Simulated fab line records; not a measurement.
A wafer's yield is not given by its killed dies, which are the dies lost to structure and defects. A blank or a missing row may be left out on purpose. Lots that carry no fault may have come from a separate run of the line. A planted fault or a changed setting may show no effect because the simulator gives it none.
Which tool was responsible? :: flow ritCmos :: Sampling: 13 lots, 39 wafers, 2 of 202 route steps

WHAT EACH GAUGE READ, for each wafer
RIT_GATE_THK_MEAS_09.
lot: L206
measured: day 2 15:35
on: filmMetro-03
GATE_POLY_THK (nm): 253.3 252.4 252.2

lot: L208
measured: day 2 22:41
on: filmMetro-04
GATE_POLY_THK (nm): 252.0 252.7 253.1

lot: L209
measured: day 3 03:51
on: filmMetro-03
GATE_POLY_THK (nm): 245.5 245.1 247.3

lot: L211
measured: day 3 14:11
on: filmMetro-03
GATE_POLY_THK (nm): 253.6 254.2 253.9

lot: L212
measured: day 3 21:34
on: filmMetro-02
GATE_POLY_THK (nm): 253.4 251.0 253.6

lot: L215
measured: day 4 12:13
on: filmMetro-03
GATE_POLY_THK (nm): 249.0 249.9 250.3

lot: L216
measured: day 4 16:04
on: filmMetro-03
GATE_POLY_THK (nm): 249.0 248.5 250.0

lot: L219
measured: day 5 07:07
on: filmMetro-03
GATE_POLY_THK (nm): 248.2 248.6 249.7

lot: L221
measured: day 5 16:33
on: filmMetro-03
GATE_POLY_THK (nm): 247.5 248.2 248.2

lot: L223
measured: day 6 02:11
on: filmMetro-03
GATE_POLY_THK (nm): 193.7 192.9 193.8

lot: L227
measured: day 6 23:23
on: filmMetro-02
GATE_POLY_THK (nm): 248.3 248.8 248.4

lot: L228
measured: day 7 09:41
on: filmMetro-03
GATE_POLY_THK (nm): 247.6 249.2 247.4

lot: L229
measured: day 7 18:56
on: filmMetro-03
GATE_POLY_THK (nm): 249.8 251.0 248.5

TOOL THAT RAN EACH LOT (tool first, then ch and the chambers of the sampled wafers, then the start)
lot: L206
RIT_GATE_CVD_08: lpcvd-02 ch 1, day 2 13:58

lot: L208
RIT_GATE_CVD_08: lpcvd-02 ch 1, day 2 21:04

lot: L209
RIT_GATE_CVD_08: lpcvd-01 ch 1, day 3 02:13

lot: L211
RIT_GATE_CVD_08: lpcvd-02 ch 1, day 3 12:34

lot: L212
RIT_GATE_CVD_08: lpcvd-01 ch 1, day 3 19:57

lot: L215
RIT_GATE_CVD_08: lpcvd-02 ch 1, day 4 09:47

lot: L216
RIT_GATE_CVD_08: lpcvd-01 ch 1, day 4 14:27

lot: L219
RIT_GATE_CVD_08: lpcvd-01 ch 1, day 5 05:29

lot: L221
RIT_GATE_CVD_08: lpcvd-01 ch 1, day 5 14:55

lot: L223
RIT_GATE_CVD_08: lpcvd-02 ch 1, day 6 00:34

lot: L227
RIT_GATE_CVD_08: lpcvd-01 ch 0, day 6 20:56

lot: L228
RIT_GATE_CVD_08: lpcvd-01 ch 1, day 7 08:04

lot: L229
RIT_GATE_CVD_08: lpcvd-01 ch 1, day 7 16:31
- RIT_GATE_CVD_08: deposits poly-Si from SiH4, target thk 250 nm, time 2220 s.

WHAT THE TOOLS THEMSELVES READ (means of the sampled wafers that have a number; where no wafer has one, the mark that the record gives instead)
RIT_GATE_CVD_08.
lot: L206
tool: lpcvd-02
zonePowerSourcePct (%): 11.79

lot: L208
tool: lpcvd-02
zonePowerSourcePct (%): 11.78

lot: L209
tool: lpcvd-01
zonePowerSourcePct (%): 12.11

lot: L211
tool: lpcvd-02
zonePowerSourcePct (%): 11.83

lot: L212
tool: lpcvd-01
zonePowerSourcePct (%): 12.08

lot: L215
tool: lpcvd-02
zonePowerSourcePct (%): 11.76

lot: L216
tool: lpcvd-01
zonePowerSourcePct (%): 11.99

lot: L219
tool: lpcvd-01
zonePowerSourcePct (%): 12.09

lot: L221
tool: lpcvd-01
zonePowerSourcePct (%): 11.99

lot: L223
tool: lpcvd-02
zonePowerSourcePct (%): 11.96

lot: L227
tool: lpcvd-01
zonePowerSourcePct (%): 12.23

lot: L228
tool: lpcvd-01
zonePowerSourcePct (%): 12.04

lot: L229
tool: lpcvd-01
zonePowerSourcePct (%): 12.16

THE ANSWER, worked out from the rows above alone
Rule: the usual values come from the lots themselves. The widest of any qualifying gaps counts: lots, ordered by their means at a reading, are off when they make up no more than a third of the lots, leave a main group of 4 or more, and stand apart from it by 3 or more times the standard deviation of that group's means. The tables above print the reading to a certain number of digits; a main group whose means all agree to those digits is not used. Also off: a lot with no number at a reading for which 4 or more lots have one. All remaining lots with rows at the step are treated as sound. First the gauges in route order, then the tools' own readings, where a lot's mean is used as printed above. The first step at which some lot is off is used, and at that step the reading that is off furthest; a lot without a number counts as furthest.
Off: L223, seen at RIT_GATE_THK_MEAS_09 (GATE_POLY_THK). For the main group the mean is 250.0 nm and the standard deviation 2.3.
If a tool, at a process step before that reading, ran all the lots that are off and no sound lot after the first of them, it fits. Gauges at RIT_GATE_THK_MEAS_09: tried the same way as those tools. One candidate fits, namely lpcvd-02 at RIT_GATE_CVD_08. Its last sound lot is L215 (day 4 09:47), its first lot that is off L223 (day 6 00:34): a fault that began between those two fits.

WHAT HAD BEEN PUT IN BY THE SIMULATOR
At RIT_GATE_CVD_08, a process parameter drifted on lpcvd-02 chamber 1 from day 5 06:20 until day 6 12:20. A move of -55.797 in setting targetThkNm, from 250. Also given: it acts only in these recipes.
Shown lots that were struck: L223. This agrees with what the rule above found.
